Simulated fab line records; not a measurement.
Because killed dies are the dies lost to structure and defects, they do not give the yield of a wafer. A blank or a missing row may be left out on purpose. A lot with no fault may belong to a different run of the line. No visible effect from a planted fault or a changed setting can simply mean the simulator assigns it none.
Lot-split experiment ; flow rit-cmos ; 23 wafers read from 5 lots, route of 202 steps

== SPLIT DETAILS ==
At RIT_M1_EXPOSE_06 (exposes mask M12, target cd 2600 nm), the setting dose-mj was moved away from the recipe's 250 on 6 of the 23 wafers read, by -5.7% to -4.4%. This setting was run at the recipe's value on the other wafers.

== FROM THE SPLIT TO THE READING: what the file shows between them, 7 steps ==
- RIT_M1_PEB_07
- RIT_M1_DEVELOP_08: develop time 68 s
- RIT_M1_CD_MEAS_09: target cd 2600 nm
- RIT_M1_HARDBAKE_11: time 120 s
- RIT_M1_METAL_ETCH_12: etches Al in Cl2/BCl3, stops on SiO2, time 165 s, target depth 600 nm
- RIT_M1_STRIP_13: strips in nmp, time 600 s (also split here: time-s)
- RIT_M1_STRIP_14: strips in O2, time 180 s

== THE READING ==
cd-nm, in nm, at RIT_M1_CD_MEAS_90 (target cd 2600 nm). Typical for fault-free wafers on this fab line: 2598.9 nm, with standard deviation 2.7 nm.

wafer;tool, chamber at the split;dose-mj as run;against the recipe;cd-nm, nm;against lot-mates on the recipe
L074.1;iline-stepper-01, 0;238.9;-4.4%;2606.9;+10.0
L074.2;iline-stepper-01, 0;250;recipe;2596.2;-
L074.3;iline-stepper-01, 0;250;recipe;2597.6;-
L074.4;iline-stepper-01, 0;238.9;-4.4%;2605.1;+8.2
L074.5;iline-stepper-01, 0;238.9;-4.4%;2610.1;+13.2
L075.1;iline-stepper-01, 0;250;recipe;2598.8;-
L075.3;iline-stepper-01, 0;250;recipe;2603.4;-
L075.4;iline-stepper-01, 0;250;recipe;2598.6;-
L075.5;iline-stepper-01, 0;250;recipe;2602.0;-
L075.6;iline-stepper-01, 0;250;recipe;2599.4;-
L076.1;iline-stepper-01, 0;250;recipe;2598.2;-
L076.3;iline-stepper-01, 0;250;recipe;2597.8;-
L076.5;iline-stepper-01, 0;250;recipe;2599.3;-
L082.1;iline-stepper-02, 0;250;recipe;2597.7;-
L082.3;iline-stepper-02, 0;250;recipe;2598.6;-
L082.4;iline-stepper-02, 0;250;recipe;2598.6;-
L082.5;iline-stepper-02, 0;250;recipe;2598.5;-
L082.6;iline-stepper-02, 0;250;recipe;2598.5;-
L084.2;iline-stepper-02, 0;235.8;-5.7%;2621.5;+19.9
L084.3;iline-stepper-02, 0;250;recipe;2598.5;-
L084.4;iline-stepper-02, 0;235.8;-5.7%;2620.8;+19.2
L084.5;iline-stepper-02, 0;235.8;-5.7%;2617.4;+15.8
L084.6;iline-stepper-02, 0;250;recipe;2604.6;-

THE FIT
A straight line over all 23 wafers: cd-nm changes by -3 nm for each +1% of dose-mj; r = -0.91; the points scatter about the line by 3.2 nm.
The same after taking each lot's own level away (the mean of its wafers on the recipe; 23 wafers): -2.92 nm for each +1%; r = -0.96; scatter 2.1 nm.
The reading moves by 17 nm for the largest change in dose-mj, on that fit.
Measured against the standard deviation above, the lots' own levels, which go from 2596.90 to 2601.55 nm, span 1.7 times it.
The two slopes agree, so the slope changes little with the lot-to-lot level.
Check: with one of the wafers moved furthest among these (-5.7%) left out of the fit, the line predicts +15.6 nm for it against its lot-mates. Against them it came out at +19.9 nm.

== OTHER SPLITS APPLIED TO THESE WAFERS ==
Before the reading, these wafers also passed through other splits. Each is held against what the fit with the lots' levels taken away leaves over:
other split on the same wafers;wafers away from the commonest value;r with cd-nm (lot level and that fit taken away)
RIT_SDANNEAL_CLEAN_01 time-s;15;+0.12
RIT_M1_SPUTTER_00 time-s;10;-0.09
RIT_M1_STRIP_13 time-s;15;-0.25

== THE WHOLE CHAIN: every reading that the file lists as answering this split, in the file's order ==
step;what it does;reading;change (the file's fit);r (the file's)
RIT_M1_CD_MEAS_09;target cd 2600 nm;cd-nm;-3.05 nm for each +1% of the setting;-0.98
RIT_M1_METAL_ETCH_12;etches Al in Cl2/BCl3, stops on SiO2, time 165 s, target depth 600 nm;M1.cd-nm (the simulator's own value, which no gauge read);-2.88 nm for each +1% of the setting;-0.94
RIT_M1_CD_MEAS_90;target cd 2600 nm;cd-nm;-2.9 nm for each +1% of the setting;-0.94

== THE FILE'S OWN FIT ==
cd-nm changes by -2.9 nm for each +1% of dose-mj, r = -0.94.
